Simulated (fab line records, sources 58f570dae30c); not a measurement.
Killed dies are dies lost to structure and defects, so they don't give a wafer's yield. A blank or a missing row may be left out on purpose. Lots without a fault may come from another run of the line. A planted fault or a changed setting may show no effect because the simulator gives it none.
Which tool did it? | flow berkeley_cmos170 | 7 lots, 21 wafers sampled, at 4 steps of a route of 331

WHAT THE GAUGES READ, wafer by wafer
UCB170_SDANNEAL_RS_MEAS_03: measures by four-point-probe.
lot  | measured     | on            | NSD_RS (ohm/sq)
L694 | day 6 12:37  | film_metro-03 | 37.44 37.30 37.39
L704 | day 8 13:18  | film_metro-03 | 32.65 32.72 32.77
L707 | day 9 14:17  | film_metro-03 | 37.10 37.14 37.13
L709 | day 9 23:35  | film_metro-04 | 37.18 37.24 37.22
L714 | day 10 17:06 | film_metro-03 | 37.23 37.22 37.19
L715 | day 11 05:35 | film_metro-03 | 37.22 37.27 37.29
L717 | day 11 09:37 | film_metro-03 | 37.24 37.22 37.23

WHICH TOOL RAN EACH LOT (tool, then ch and the chambers of the sampled wafers, then the start)
lot  | UCB170_GATE_ETCH_15              | UCB170_NSD_IMPLANT_08           | UCB170_NSD_STRIP_09
L694 | rie_si-01 ch 0,1,2, day 5 20:05  | implanter-02 ch 0, day 6 11:02  | plasma_asher-01 ch 0,1, day 6 11:10
L704 | rie_si-02 ch 0,1,2, day 7 22:33  | implanter-01 ch 0, day 8 09:19  | plasma_asher-03 ch 0,1, day 8 09:28
L707 | rie_si-02 ch 1,2,3, day 9 00:29  | implanter-02 ch 0, day 9 12:47  | plasma_asher-03 ch 0,1, day 9 12:56
L709 | rie_si-02 ch 1,2,3, day 9 06:02  | implanter-03 ch 0, day 9 20:22  | plasma_asher-01 ch 0,1, day 9 20:29
L714 | rie_si-02 ch 0,3, day 9 22:48    | implanter-03 ch 0, day 10 15:01 | plasma_asher-03 ch 0,1, day 10 15:10
L715 | rie_si-02 ch 0,1,3, day 10 14:33 | implanter-02 ch 0, day 11 04:05 | plasma_asher-03 ch 0,1, day 11 04:14
L717 | rie_si-01 ch 2,3, day 10 19:37   | implanter-02 ch 0, day 11 07:52 | plasma_asher-03 ch 0,1, day 11 08:00
- UCB170_GATE_ETCH_15: etches poly-Si in HBr/Cl2, stops on SiO2, time 56.3 s, target depth 278.2 nm.
- UCB170_NSD_IMPLANT_08
- UCB170_NSD_STRIP_09: strips in O2.

THE ANSWER, worked out from the rows above alone
Rule: what is usual is taken from the lots themselves. Put in order of their means at a reading, lots are off if they are a third of the lots or fewer, leave a main group of 4 or more, and stand apart from it by a gap of 3 or more times the standard deviation of the main group's means; of several such gaps the widest counts. A main group whose means are all the same, to the digits that the tables above print for the reading, isn't used. A lot without any number at a reading at which 4 lots or more have one is off too. The other lots that the step has rows for count as sound.
Off: L704, at UCB170_SDANNEAL_RS_MEAS_03 (NSD_RS). The main group: mean 37.24 ohm/sq, standard deviation 0.075.
A tool fits if, at a process step before that reading, it ran every lot that is off, and no sound lot after the first of them. The gauges at UCB170_SDANNEAL_RS_MEAS_03 are tried like those tools. One fits: implanter-01 at UCB170_NSD_IMPLANT_08. It ran no sound lot before its first lot that is off in this sample, so the start can't be narrowed down.

WHAT THE SIMULATOR HAD PUT IN
Process parameter drift: implanter-01, from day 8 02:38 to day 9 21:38, at UCB170_NSD_IMPLANT_08. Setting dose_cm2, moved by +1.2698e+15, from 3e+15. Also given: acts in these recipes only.
Lots struck among those shown: L704. The rule above found the same.
